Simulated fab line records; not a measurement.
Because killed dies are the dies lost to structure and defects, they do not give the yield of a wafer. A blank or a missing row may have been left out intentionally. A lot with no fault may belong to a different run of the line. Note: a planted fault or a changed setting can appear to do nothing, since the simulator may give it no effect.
Which of the tools did it?	flow berkeley-cmos170	7 lots with 21 wafers sampled at 3 steps, on a route of 331 steps

WHAT THE GAUGES READ, wafer by wafer
UCB170_PWELL_TW_MEAS_17.
lot	measured	on	PWELL_TW
L850	day 3 15:46	film-metro-04	372.7 371.7 370.6
L851	day 3 23:26	film-metro-04	371.2 369.1 370.2
L855	day 4 22:13	film-metro-04	372.9 373.9 374.4
L857	day 5 05:38	film-metro-02	375.8 375.9 374.2
L860	day 5 16:22	film-metro-02	362.2 361.7 364.0 362.2 362.9 361.6
L863	day 6 11:40	film-metro-03	364.5 364.1 362.4 367.1 364.2 364.0
L870	day 7 16:28	film-metro-04	371.7 375.4 371.6

EACH LOT AND THE TOOL THAT RAN IT (in order: tool; ch and the chambers of the sampled wafers; start)
lot	UCB170_NWELL_ETCH_13	UCB170_PWELL_IMPLANT_15
L850	rie-diel-01 ch 1,2,3, day 2 16:41	implanter-02 ch 0, day 3 15:31
L851	rie-diel-03 ch 0,3, day 2 23:57	implanter-02 ch 0, day 3 23:12
L855	rie-diel-03 ch 0,1,2, day 4 00:59	implanter-04 ch 0, day 4 21:59
L857	rie-diel-01 ch 0,3, day 4 09:19	implanter-04 ch 0, day 5 05:24
L860	rie-diel-04 ch 1,2, day 4 21:19	implanter-04 ch 0, day 5 16:07
L863	rie-diel-01 ch 2,3, day 5 08:17	implanter-04 ch 0, day 6 11:25
L870	rie-diel-01 ch 0,2,3, day 6 21:15	implanter-02 ch 0, day 7 16:13
- UCB170_NWELL_ETCH_13: etches Si3N4 in CH3F/Ar/O2, stops on SiO2, target depth 246.4 nm, time 154 s.
- UCB170_PWELL_IMPLANT_15

THE ANSWER, worked out from the rows above alone
Rule: the lots themselves supply what counts as usual. Put in order of their means at a reading, lots are off if they are a third of the lots or fewer, leave a main group of 4 or more, and stand apart from it by a gap of 3 or more times the standard deviation of the main group's means; of several such gaps the widest counts. Not used: any main group whose means are identical at the precision the tables above print for the reading. A lot without any number at a reading at which 4 lots or more have one is off too. Any other lot the step has rows for is counted as sound.
Off: at UCB170_PWELL_TW_MEAS_17 (PWELL_TW), L860, L863. Main group: mean 372.8, sd 1.8.
If a tool, at a process step before that reading, ran all the lots that are off and no sound lot after the first of them, it fits. Gauges at UCB170_PWELL_TW_MEAS_17: tried the same way as those tools. One fits: UCB170_PWELL_IMPLANT_15 on implanter-04. A fault onset in the window from L857 (day 5 05:24, its last sound lot) to L860 (day 5 16:07, its first lot off) fits.

WHAT THE SIMULATOR HAD INSERTED
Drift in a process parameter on implanter-04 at UCB170_PWELL_IMPLANT_15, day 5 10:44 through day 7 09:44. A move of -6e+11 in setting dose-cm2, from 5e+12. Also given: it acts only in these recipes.
Struck lots among those shown: L860, L863. Same finding as the rule above.
